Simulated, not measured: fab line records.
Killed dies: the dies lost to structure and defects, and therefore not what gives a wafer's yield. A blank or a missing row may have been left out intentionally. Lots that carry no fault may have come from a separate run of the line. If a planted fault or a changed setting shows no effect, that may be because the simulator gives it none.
Which tool was responsible? + flow rit cmos + 7 lots, 21 wafers sampled, at 2 steps of a route of 202

## WHAT THE GAUGES SHOWED, per wafer
RIT_CONTACT_THK_MEAS_01.
| lot  | measured    | on            | CONTACT_TEOS_THK (nm) |
|------|-------------|---------------|-----------------------|
| L820 | day 3 09:24 | film metro-03 | 401 405 408           |
| L822 | day 3 22:51 | film metro-04 | 395 404 396           |
| L825 | day 4 14:19 | film metro-02 | 401 398 402           |
| L830 | day 5 11:56 | film metro-04 | 405 404 411           |
| L833 | day 6 02:14 | film metro-04 | 399 402 403           |
| L838 | day 7 09:34 | film metro-02 | 394 399 407           |
| L842 | day 8 07:29 | film metro-04 | 407 405 408           |

## WHICH TOOL RAN EACH LOT (tool, then ch and the chambers of the sampled wafers, then the start)
| lot  | RIT_CONTACT_CVD_00             |
|------|--------------------------------|
| L820 | pecvd-01 ch 0,1,2, day 3 09:21 |
| L822 | pecvd-02 ch 0,1, day 3 22:47   |
| L825 | pecvd-04 ch 0,1,2, day 4 14:16 |
| L830 | pecvd-04 ch 0,1, day 5 11:53   |
| L833 | pecvd-04 ch 1,2, day 6 02:11   |
| L838 | pecvd-01 ch 0,2, day 7 09:31   |
| L842 | pecvd-04 ch 0,2, day 8 07:26   |
- RIT_CONTACT_CVD_00: deposits SiO2 from TEOS, target thk 400 nm, time 61 s.

## THE ANSWER, worked out from the rows above alone
Rule: the lots themselves supply what counts as usual. Put in order of their means at a reading, lots are off if they are a third of the lots or fewer, leave a main group of 4 or more, and stand apart from it by a gap of 3 or more times the standard deviation of the main group's means; of several such gaps the widest counts. The tables above print the reading to a certain number of digits; a main group whose means all agree to those digits is not used. Also off: a lot with no number at a reading for which 4 or more lots have one. Any other lot the step has rows for is counted as sound.
Across all readings shown, no lot is off: no conclusion can be drawn from this.

## WHAT WAS PUT IN BY THE SIMULATOR
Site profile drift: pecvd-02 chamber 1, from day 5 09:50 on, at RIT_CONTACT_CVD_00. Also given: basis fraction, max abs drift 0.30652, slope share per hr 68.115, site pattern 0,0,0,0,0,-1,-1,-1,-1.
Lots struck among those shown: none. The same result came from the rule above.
